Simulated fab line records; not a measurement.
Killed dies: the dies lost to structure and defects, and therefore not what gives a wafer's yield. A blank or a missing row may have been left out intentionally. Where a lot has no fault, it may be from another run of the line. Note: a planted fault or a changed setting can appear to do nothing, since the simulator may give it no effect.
Commonality check across tools / flow berkeley cmos170 / Lots sampled 14, wafers sampled 48

## WHY IT WAS OPENED
At UCB170_NWELL_TW_MEAS_16 the reading NWELL_TW is flagged on 2 of 14 lots. No-fault wafers: 1255, standard deviation 9.2.
Rule: flag the lot when none of its wafers has a number, or when each of its wafers that has one lies beyond 4 standard deviations from that mean. The other lots count as sound.

lot=L769; measured=day 2 07:41; on=film metro-02; NWELL_TW, wafer by wafer=1255 1252 1261; flag=
lot=L770; measured=day 2 13:13; on=film metro-03; NWELL_TW, wafer by wafer=1257 1258 1256; flag=
lot=L771; measured=day 2 17:14; on=film metro-03; NWELL_TW, wafer by wafer=1255 1251 1258; flag=
lot=L773; measured=day 3 03:20; on=film metro-03; NWELL_TW, wafer by wafer=1265 1264 1253; flag=
lot=L774; measured=day 3 07:07; on=film metro-03; NWELL_TW, wafer by wafer=1258 1253 1255; flag=
lot=L775; measured=day 3 13:16; on=film metro-03; NWELL_TW, wafer by wafer=1259 1258 1260; flag=
lot=L776; measured=day 3 20:23; on=film metro-02; NWELL_TW, wafer by wafer=1258 1254 1266; flag=
lot=L783; measured=day 5 06:28; on=film metro-03; NWELL_TW, wafer by wafer=1213 1212 1218 1205 1216 1210; flag=FLAGGED
lot=L782; measured=day 5 06:44; on=film metro-02; NWELL_TW, wafer by wafer=1258 1264 1264; flag=
lot=L784; measured=day 5 13:43; on=film metro-03; NWELL_TW, wafer by wafer=1204 1212 1202 1208 1209 1207; flag=FLAGGED
lot=L785; measured=day 5 20:26; on=film metro-03; NWELL_TW, wafer by wafer=1244 1238 1246; flag=
lot=L789; measured=day 6 10:08; on=film metro-02; NWELL_TW, wafer by wafer=1266 1273 1269; flag=
lot=L790; measured=day 6 17:16; on=film metro-03; NWELL_TW, wafer by wafer=1248 1242 1244; flag=
lot=L792; measured=day 7 01:58; on=film metro-03; NWELL_TW, wafer by wafer=1248 1241 1243; flag=
The numbers of the flagged lots are 1210 on average: -45 against the usual, or -5 standard deviations.

## WHICH TOOL EACH LOT WENT THROUGH
The record holds 2 process steps before the reading, out of a route of 331 steps. In each cell: the tool, then ch and the chambers that the sampled wafers went through, then the start.
lot=L769; flag=; UCB170_NWELL_IMPLANT_14=implanter-04 ch 0, day 2 07:28; UCB170_NWELL_STRIP_15=plasma asher-02 ch 0,1, day 2 07:36
lot=L770; flag=; UCB170_NWELL_IMPLANT_14=implanter-04 ch 0, day 2 13:00; UCB170_NWELL_STRIP_15=plasma asher-02 ch 0,1, day 2 13:08
lot=L771; flag=; UCB170_NWELL_IMPLANT_14=implanter-01 ch 0, day 2 17:00; UCB170_NWELL_STRIP_15=plasma asher-02 ch 0, day 2 17:08
lot=L773; flag=; UCB170_NWELL_IMPLANT_14=implanter-03 ch 0, day 3 03:05; UCB170_NWELL_STRIP_15=plasma asher-02 ch 0,1, day 3 03:14
lot=L774; flag=; UCB170_NWELL_IMPLANT_14=implanter-01 ch 0, day 3 06:54; UCB170_NWELL_STRIP_15=plasma asher-02 ch 0,1, day 3 07:02
lot=L775; flag=; UCB170_NWELL_IMPLANT_14=implanter-01 ch 0, day 3 13:04; UCB170_NWELL_STRIP_15=plasma asher-02 ch 0,1, day 3 13:10
lot=L776; flag=; UCB170_NWELL_IMPLANT_14=implanter-03 ch 0, day 3 20:08; UCB170_NWELL_STRIP_15=plasma asher-03 ch 0,1, day 3 20:17
lot=L783; flag=FLAGGED; UCB170_NWELL_IMPLANT_14=implanter-03 ch 0, day 5 06:14; UCB170_NWELL_STRIP_15=plasma asher-03 ch 0,1, day 5 06:22
lot=L782; flag=; UCB170_NWELL_IMPLANT_14=implanter-04 ch 0, day 5 06:29; UCB170_NWELL_STRIP_15=plasma asher-01 ch 0,1, day 5 06:38
lot=L784; flag=FLAGGED; UCB170_NWELL_IMPLANT_14=implanter-03 ch 0, day 5 13:28; UCB170_NWELL_STRIP_15=plasma asher-02 ch 1, day 5 13:37
lot=L785; flag=; UCB170_NWELL_IMPLANT_14=implanter-01 ch 0, day 5 20:11; UCB170_NWELL_STRIP_15=plasma asher-01 ch 0,1, day 5 20:20
lot=L789; flag=; UCB170_NWELL_IMPLANT_14=implanter-04 ch 0, day 6 09:53; UCB170_NWELL_STRIP_15=plasma asher-02 ch 0,1, day 6 10:02
lot=L790; flag=; UCB170_NWELL_IMPLANT_14=implanter-01 ch 0, day 6 17:02; UCB170_NWELL_STRIP_15=plasma asher-02 ch 0,1, day 6 17:09
lot=L792; flag=; UCB170_NWELL_IMPLANT_14=implanter-01 ch 0, day 7 01:43; UCB170_NWELL_STRIP_15=plasma asher-03 ch 0,1, day 7 01:52
What the steps here do:
- UCB170_NWELL_IMPLANT_14
- UCB170_NWELL_STRIP_15: strips in O2.
- UCB170_NWELL_TW_MEAS_16

## FLAGGED AGAINST TOTAL, ONE TOOL AT A TIME (gauges that did the reading follow at the end)
step=UCB170_NWELL_IMPLANT_14; tool=implanter-01; lots run=6; flagged=0; share of the flagged lots=none; sound lots run after its first flagged lot=-
step=UCB170_NWELL_IMPLANT_14; tool=implanter-03; lots run=4; flagged=2; share of the flagged lots=all; sound lots run after its first flagged lot=0
step=UCB170_NWELL_IMPLANT_14; tool=implanter-04; lots run=4; flagged=0; share of the flagged lots=none; sound lots run after its first flagged lot=-
step=UCB170_NWELL_STRIP_15; tool=plasma asher-01; lots run=2; flagged=0; share of the flagged lots=none; sound lots run after its first flagged lot=-
step=UCB170_NWELL_STRIP_15; tool=plasma asher-02; lots run=9; flagged=1; share of the flagged lots=some; sound lots run after its first flagged lot=2 (L789,L790)
step=UCB170_NWELL_STRIP_15; tool=plasma asher-03; lots run=3; flagged=1; share of the flagged lots=some; sound lots run after its first flagged lot=1 (L792)
step=UCB170_NWELL_TW_MEAS_16; tool=film metro-02; lots run=4; flagged=0; share of the flagged lots=none; sound lots run after its first flagged lot=-
step=UCB170_NWELL_TW_MEAS_16; tool=film metro-03; lots run=10; flagged=2; share of the flagged lots=all; sound lots run after its first flagged lot=3 (L785,L790,L792)

## WHAT THE TABLE PERMITS
Every flagged lot went through 2 rows of the table: implanter-03 at UCB170_NWELL_IMPLANT_14 and film metro-03 at UCB170_NWELL_TW_MEAS_16.
- implanter-03 at UCB170_NWELL_IMPLANT_14: 2 of its 4 lots flagged. Last sound lot L776 at day 3 20:08, first flagged lot L783 at day 5 06:14; a fault beginning in between fits. Its own readings (dose ions cm2) fall more than 4 standard deviations out on all wafers of the flagged lots.
- film metro-03 at UCB170_NWELL_TW_MEAS_16: 2 of its 10 lots flagged. Sound lots ran on it after the first flagged one (L785, L790, L792), which a lasting fault on the whole tool wouldn't allow.
One tool is left: implanter-03 at UCB170_NWELL_IMPLANT_14.

## WHAT THE SIMULATOR HAD INSERTED
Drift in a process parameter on implanter-03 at UCB170_NWELL_IMPLANT_14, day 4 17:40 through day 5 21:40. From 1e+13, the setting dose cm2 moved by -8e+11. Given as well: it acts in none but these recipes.
Lots struck among those shown: L783, L784. The rule above reached the same finding.
